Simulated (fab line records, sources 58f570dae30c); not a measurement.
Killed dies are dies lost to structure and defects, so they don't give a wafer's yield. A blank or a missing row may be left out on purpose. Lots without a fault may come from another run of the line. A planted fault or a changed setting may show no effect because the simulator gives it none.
One fault seen from 2 desks | flow berkeley_cmos170 | each desk has only its own numbers; what lay behind them comes last

THE METROLOGY DESK
What the gauges read, lot by lot, whatever tool the lot ran on: means of the sampled wafers that have a number. A lot is out of limits, marked OUT, if its mean lies more than 4 standard deviations from the usual mean; the brackets give that distance.
Columns: A = cd_nm at UCB170_PLDD_CD_MEAS_06, usual 1200.1 nm; B = PLDD_OVL at UCB170_PLDD_OVL_MEAS_07, usual 0 nm; C = SILICIDE_TI_RS at UCB170_SILICIDE_RS_MEAS_02, usual 26.2 ohm/sq
lot  | first seen here | A      | B   | C
L430 | day 6 13:28     | 1198.0 | -5  | 25.6
L434 | day 7 12:07     | 1200.6 | -10 | 26.8
L433 | day 7 12:31     | 1198.6 | 2   | 26.1
L436 | day 8 04:49     | 1199.7 | -2  | 25.6
L435 | day 8 05:14     | 1199.0 | 2   | 26.3
L439 | day 8 11:18     | 1199.7 | 4   | 26.2
L442 | day 8 14:16     | 1201.1 | -1  | 26.1
L438 | day 8 15:24     | 1202.1 | 2   | 26.1
L443 | day 8 23:35     | 1199.2 | 4   | 26.3
L444 | day 9 00:04     | 1199.6 | -3  | 26.0
L441 | day 9 00:47     | 1201.3 | -5  | 26.3
L445 | day 9 14:45     | 1200.8 | -1  | 26.3
L451 | day 10 13:14    | 1200.6 | 0   | 25.9
This desk's finding: nothing out of limits on any of the 13 lots.

THE TOOL OWNER'S DESK: rie_diel-02
The tool's own readings at UCB170_V1_ETCH_14 (etches SiO2 in CHF3/CF4/Ar, stops on Al, target depth 1250 nm, time 291 s): means of the sampled wafers that have a number, for each lot that ran on this tool. A lot is out of limits, marked OUT, if its mean lies more than 4 standard deviations from the usual mean; the brackets give that distance.
Columns: A = drypump_motor_current_A at UCB170_V1_ETCH_14, usual 5.6 A; B = oes_product_au at UCB170_V1_ETCH_14, usual 0.877 a.u.; C = throttle_valve_pct at UCB170_V1_ETCH_14, usual 6.94 %
lot  | first seen here | A   | B                | C
L434 | day 8 15:49     | 5.4 | 0.872            | 6.99
L435 | day 9 11:48     | 5.7 | 0.872            | 6.99
L439 | day 9 16:48     | 5.5 | 0.870            | 7.00
L445 | day 10 23:50    | 5.5 | 0.874            | 7.01
L451 | day 11 20:02    | 5.7 | 0.825 (-4.0) OUT | 6.99
This desk's finding: out of limits on L451; first on L451, day 11 20:02 (oes_product_au at UCB170_V1_ETCH_14). In limits: L434, L435, L439, L445.

PUT TOGETHER
The tool owner's desk could have raised an alarm at day 11 20:02, on L451.
The metrology desk saw nothing out of limits.
The metrology desk has L451 on record, within its limits.
Of the lots named, all ran UCB170_V1_ETCH_14 on rie_diel-02.

WHAT THE SIMULATOR HAD PUT IN
Process parameter drift: rie_diel-02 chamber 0, from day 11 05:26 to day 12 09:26, at UCB170_V1_ETCH_14. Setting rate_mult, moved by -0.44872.
Lots struck among those shown: L451.
Hours from the fault's start to each desk's first reading out of limits: the tool owner's desk, 15.
